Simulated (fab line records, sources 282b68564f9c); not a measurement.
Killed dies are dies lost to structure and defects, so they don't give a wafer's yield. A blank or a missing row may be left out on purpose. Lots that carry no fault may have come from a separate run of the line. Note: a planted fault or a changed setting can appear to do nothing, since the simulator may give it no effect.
The tool behind it: which one? + flow ritCmos + Sampling: 13 lots, 39 wafers, 2 of 202 route steps

WHAT EACH GAUGE READ, for each wafer
RIT_PLDD_OVL_MEAS_06. Usual: for PLDD_OVL the level is -0.7 nm and the standard deviation is 1.2.
| lot  | measured    | on         | PLDD_OVL (nm)     | flag |
|------|-------------|------------|-------------------|------|
| L754 | day 2 19:05 | overlay-01 | -0.9 -1.7 1.0     |      |
| L755 | day 2 23:56 | overlay-02 | -2.7 -1.2 -1.3    |      |
| L756 | day 3 05:08 | overlay-01 | -2.8 -0.1 -4.5    |      |
| L757 | day 3 10:28 | overlay-01 | -1.5 -1.7 -1.0    |      |
| L758 | day 3 16:27 | overlay-01 | -2.3 -2.4 0.7     |      |
| L761 | day 4 06:22 | overlay-01 | 130.3 130.0 129.2 | OFF  |
| L763 | day 4 17:17 | overlay-02 | 130.5 128.5 129.2 | OFF  |
| L765 | day 5 02:58 | overlay-01 | 129.6 131.1 131.4 | OFF  |
| L766 | day 5 06:51 | overlay-02 | -1.9 0.2 -1.0     |      |
| L769 | day 5 21:12 | overlay-01 | -2.1 -2.4 -1.4    |      |
| L771 | day 6 10:31 | overlay-02 | -1.7 -0.7 -0.6    |      |
| L774 | day 6 23:41 | overlay-01 | 0.4 -0.6 -1.2     |      |
| L777 | day 7 15:11 | overlay-02 | -1.1 -1.2 0.3     |      |

TOOL THAT RAN EACH LOT (tool first, then ch and the chambers of the sampled wafers, then the start)
| lot  | RIT_PLDD_EXPOSE_03                |
|------|-----------------------------------|
| L754 | ilineStepper-02 ch 0, day 2 18:41 |
| L755 | ilineStepper-01 ch 0, day 2 23:34 |
| L756 | ilineStepper-01 ch 0, day 3 04:44 |
| L757 | ilineStepper-02 ch 0, day 3 10:04 |
| L758 | ilineStepper-01 ch 0, day 3 16:03 |
| L761 | ilineStepper-02 ch 0, day 4 05:58 |
| L763 | ilineStepper-02 ch 0, day 4 16:54 |
| L765 | ilineStepper-02 ch 0, day 5 02:34 |
| L766 | ilineStepper-01 ch 0, day 5 06:27 |
| L769 | ilineStepper-01 ch 0, day 5 20:49 |
| L771 | ilineStepper-01 ch 0, day 6 10:08 |
| L774 | ilineStepper-01 ch 0, day 6 23:18 |
| L777 | ilineStepper-01 ch 0, day 7 14:49 |
- RIT_PLDD_EXPOSE_03: exposes mask M8, target cd 40900 nm.

AS READ BY THE TOOLS THEMSELVES (means over the sampled wafers that have a number; for cases with no such wafer, the mark the record gives instead)
The record holds no such reading with a usual standard deviation.

THE ANSWER, worked out from the rows above alone
Rule: a lot counts as off when the mean over its wafers that have a number is more than 3 standard deviations away from the usual mean. A lot without any number at a reading at which 4 lots or more have one is off too. Any other lot the step has rows for is counted as sound. First the gauges in route order, then the tools' own readings, where a lot's mean is used as printed above. At the first step where some lot is off, the reading lying furthest off is the one used; lots without a number count as furthest.
Off: L761, L763, L765, at RIT_PLDD_OVL_MEAS_06 (PLDD_OVL).
If a tool, at a process step before that reading, ran all the lots that are off and no sound lot after the first of them, it fits. Those tools and the gauges at RIT_PLDD_OVL_MEAS_06 are tried in the same way. One fits: ilineStepper-02 at RIT_PLDD_EXPOSE_03. Its last sound lot is L757 (day 3 10:04), its first lot that is off L761 (day 4 05:58): a fault that began between those two fits.

WHAT THE SIMULATOR PUT IN
Scanner matching overlay: ilineStepper-02, from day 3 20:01 on, at RIT_PLDD_EXPOSE_03. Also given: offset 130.
Lots struck among those shown: L761, L763, L765. The same result came from the rule above.
